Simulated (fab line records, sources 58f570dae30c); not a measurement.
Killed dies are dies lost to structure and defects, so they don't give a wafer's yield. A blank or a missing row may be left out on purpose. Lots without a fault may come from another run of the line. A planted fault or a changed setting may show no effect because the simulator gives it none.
A struck lot beside a sound one | flow berkeley_cmos170 | 15 steps out of a route of 331
Sound: wafers L150.1, L150.4, L150.5. Struck: wafers L156.1, L156.2, L156.6. The cause comes at the end.
At each step with rows: each side's tool, then ch and its chambers, then its first start. Under that, the readings that differ: sound wafers | struck wafers | difference of the means | sigmas: that difference in standard deviations of wafers without a fault.
alike: readings whose means differ by less than 2 such deviations, and words and numbers that are the same on both sides. not compared: withheld readings, readings that some wafer has no value for, bounds like >300 that may hide the same value, and numbers for which the record gives no deviation and whose values overlap.
The two part at a step that has a row with sigmas, a row that says differs or no value, or rows on one side only. Numbers that don't overlap but have no deviation are shown without sigmas and don't part them. A reading that every wafer of one side lacks parts them only if that side has two wafers or more.

first, 1 step without rows for these wafers: UCB170_PLDD_IMPLANT_09.
UCB170_PLDD_STRIP_10: strips in O2.
  sound on plasma_asher-02 ch 0,1, day 10 07:13; struck on plasma_asher-03 ch 0,1, day 11 20:31
  reading                      | sound             | struck            | difference | sigmas
  drypump_motor_current_A (A)  | 6.2 6.2 5.7       | 5.3 4.9 4.9       | -1.0       | -2
  strip_time_to_endpoint_s (s) | 21.72 21.72 21.65 | 21.55 21.57 21.55 | -0.14      | -2
  alike: oes_product_au
  not compared: rf_hours_counter_h
UCB170_PLDD_TW_MEAS_11:
  sound on film_metro-01, day 10 07:19; struck on film_metro-04, day 11 20:37
  alike: PLDD_TW
then, 7 steps without rows for these wafers: UCB170_PLDD_CLEAN_12 (cleans in SPM, time 600 s); UCB170_NLDD_HMDS_00 (prime time 60 s); UCB170_NLDD_COAT_01 (resist thk 900 nm); UCB170_NLDD_SOFTBAKE_02 (time 60 s); UCB170_NLDD_EXPOSE_03 (exposes mask NSELECT, target cd 1200 nm); UCB170_NLDD_PEB_04; UCB170_NLDD_DEVELOP_05 (develop time 45 s).
UCB170_NLDD_CD_MEAS_06: target cd 1200 nm.
  sound on cd_sem-02, day 10 08:32; struck on cd_sem-02, day 11 21:50
  reading    | sound                | struck               | difference | sigmas
  cd_nm (nm) | 1199.7 1198.1 1196.5 | 1201.7 1200.9 1200.7 | +3.0       | +3
UCB170_NLDD_OVL_MEAS_07:
  sound on overlay-01, day 10 08:39; struck on overlay-02, day 11 21:58
  alike: NLDD_OVL
UCB170_NLDD_IMPLANT_08:
  sound on implanter-03 ch 0, day 10 08:41; struck on implanter-03 ch 0, day 11 22:00
  reading                   | sound                | struck               | difference | sigmas
  beam_energy_keV           | 29.994 30.016 30.009 | 30.480 30.471 30.474 | +0.469     | +47
  model.implant.drp_nm (nm) | 9.611 9.611 9.611    | 9.721 9.721 9.721    | +0.110     |
then, 2 steps without rows for these wafers: UCB170_NLDD_IMPLANT_09; UCB170_M3_PROBE_99.

WHERE THEY PART
First at UCB170_PLDD_STRIP_10; last, within this record, at UCB170_NLDD_IMPLANT_08.

WHY: what the simulator had put in
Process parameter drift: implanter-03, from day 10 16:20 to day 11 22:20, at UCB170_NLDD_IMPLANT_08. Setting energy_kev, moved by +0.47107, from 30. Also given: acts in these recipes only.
